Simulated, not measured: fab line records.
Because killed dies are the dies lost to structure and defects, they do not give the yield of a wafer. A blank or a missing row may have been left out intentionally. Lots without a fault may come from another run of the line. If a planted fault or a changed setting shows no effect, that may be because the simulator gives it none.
Code-filled problem report in 8D (eight disciplines) form :: flow berkeley_cmos170 :: the parts of the form that need people (team, actions taken, sign-off) are left out

## 1. PROBLEM STATEMENT
At UCB170_M3_METAL_ETCH_18, rf_fwd_power_W averages 526.9 W over 9 wafers from 3 lots, while fault-free wafers read 597.8 W, standard deviation 2.1. Measured from the usual mean, that is -34 standard deviations.
The step: etches Al in Cl2/BCl3, stops on SiO2, target depth 1170 nm, time 195 s.
First seen on wafer L855.2, day 11 16:41, on rie_metal-01. Wafers with a number at this step in the record: 45, from 15 lots. The rule behind "out" and "out of limits": a value lying over 4 standard deviations away from the usual mean. Any other wafer with a number is counted as sound.

## 2. WHAT IT IS AND WHAT IT IS NOT
question: which readings at this step
is: rf_fwd_power_W
is not: drypump_motor_current_A, throttle_valve_pct

question: which lots
is: L853, L855, L856
is not: L837, L840, L841, L843, L844, L845, L846, L847, L848, L857, L858, L860

question: which wafers of those lots
is: all that have a number
is not: -

question: read on which tools
is: rie_metal-01
is not: rie_metal-02, rie_metal-03

question: when
is: from day 11 16:41
is not: up to then (27 sound wafers); but 9 sound wafers of L857, L858, L860 came after

## 3. THE SUSPECTS, EACH WITH WHAT RULES IT OUT
Counting: a tool at any process step up to the reading remains a suspect when it ran all the lots that are out and ran no sound lot after the first of those.
- rie_metal-01 at UCB170_M3_METAL_ETCH_18 (etches Al in Cl2/BCl3, stops on SiO2, target depth 1170 nm, time 195 s): kept. It processed each lot that is out, first L855 at day 11 16:41, and no sound lot thereafter; up to then, the last sound lot it processed was L848 at day 10 13:20. Its own rf_fwd_power_W readings are out on those wafers.
Left after counting: rie_metal-01 at UCB170_M3_METAL_ETCH_18.

## 4. THE CAUSE (what the simulator had put in)
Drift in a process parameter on rie_metal-01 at UCB170_M3_METAL_ETCH_18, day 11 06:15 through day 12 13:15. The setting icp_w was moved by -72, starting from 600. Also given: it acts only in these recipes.
After counting, this tool was the only one left.

## 5. THE EFFECT CHAIN, in route order
Each row: a reading whose mean over the struck wafers that have a number lies more than 3 standard deviations from the usual. Only readings whose record carries a usual standard deviation are examined. hours: median over the lots of the time between each lot's start at the first step of this table that gives one and its start at this step. sigmas: the change, counted in usual standard deviations.
hours: 0
step: UCB170_M3_METAL_ETCH_18
reading: rf_fwd_power_W
usual: 597.8 W
on struck wafers: 526.9
change: -70.9
sigmas: -34

hours: 0
step: UCB170_M3_STRIP_19
reading: oes_product_au
usual: 0.538 a.u.
on struck wafers: 0.624
change: +0.086
sigmas: +5.1
Its process steps:
- UCB170_M3_METAL_ETCH_18: etches Al in Cl2/BCl3, stops on SiO2, target depth 1170 nm, time 195 s.
- UCB170_M3_STRIP_19: strips in O2.
At these later measuring or inspecting steps, every struck wafer for which the step has a row has a number for every such reading, and none has moved that far: UCB170_M3_BOW_MEAS_20.

## 6. WHAT WOULD HAVE CAUGHT IT SOONER
In this record no reading fell out of limits until day 11 16:41, 10 hours after the fault had begun at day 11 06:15.
